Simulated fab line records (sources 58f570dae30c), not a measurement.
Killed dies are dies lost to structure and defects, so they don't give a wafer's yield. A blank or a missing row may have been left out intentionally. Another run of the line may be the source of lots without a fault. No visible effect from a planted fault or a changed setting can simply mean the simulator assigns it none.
What tool caused it? :: flow berkeley_cmos170 :: 21 wafers from 7 lots sampled at 2 of the route's 331 steps

WHAT THE GAUGES READ, wafer by wafer
UCB170_M2_OVL_MEAS_16.
lot: L449
measured: day 7 16:38
on: overlay-02
M2_OVL (nm): -8 -8 -3

lot: L451
measured: day 8 08:46
on: overlay-02
M2_OVL (nm): -5 2 -2

lot: L453
measured: day 8 19:22
on: overlay-02
M2_OVL (nm): 4 2 -5

lot: L456
measured: day 9 20:45
on: overlay-02
M2_OVL (nm): -3 -1 -4

lot: L463
measured: day 10 15:19
on: overlay-02
M2_OVL (nm): 3 -4 -2

lot: L467
measured: day 11 08:40
on: overlay-01
M2_OVL (nm): 2 1 2

lot: L470
measured: day 12 10:52
on: overlay-02
M2_OVL (nm): 2 -1 2

EACH LOT AND THE TOOL THAT RAN IT (in order: tool; ch and the chambers of the sampled wafers; start)
lot: L449
UCB170_CONTACT_ETCH_18: rie_diel-04 ch 0,2,3, day 7 16:38 or earlier

lot: L451
UCB170_CONTACT_ETCH_18: rie_diel-02 ch 0,3, day 8 08:46 or earlier

lot: L453
UCB170_CONTACT_ETCH_18: rie_diel-01 ch 1,2,3, day 8 19:22 or earlier

lot: L456
UCB170_CONTACT_ETCH_18: rie_diel-04 ch 1,3, day 9 20:45 or earlier

lot: L463
UCB170_CONTACT_ETCH_18: rie_diel-01 ch 0,1,2, day 10 15:19 or earlier

lot: L467
UCB170_CONTACT_ETCH_18: rie_diel-04 ch 0,3, day 11 08:40 or earlier

lot: L470
UCB170_CONTACT_ETCH_18: rie_diel-04 ch 1,2, day 12 10:52 or earlier
- UCB170_CONTACT_ETCH_18: etches PSG in CHF3/CF4/Ar, stops on TiSi2, target depth 840 nm, time 195 s.

THE ANSWER, worked out from the rows above alone
Rule: the lots themselves supply what counts as usual. The widest of any qualifying gaps counts: lots, ordered by their means at a reading, are off when they make up no more than a third of the lots, leave a main group of 4 or more, and stand apart from it by 3 or more times the standard deviation of that group's means. The tables above print the reading to a certain number of digits; a main group whose means all agree to those digits is not used. Also off: a lot with no number at a reading for which 4 or more lots have one. Where the step has rows for the other lots, those lots are counted as sound.
None of the lots is off at any reading shown; this tells nothing.

WHAT HAD BEEN PUT IN BY THE SIMULATOR
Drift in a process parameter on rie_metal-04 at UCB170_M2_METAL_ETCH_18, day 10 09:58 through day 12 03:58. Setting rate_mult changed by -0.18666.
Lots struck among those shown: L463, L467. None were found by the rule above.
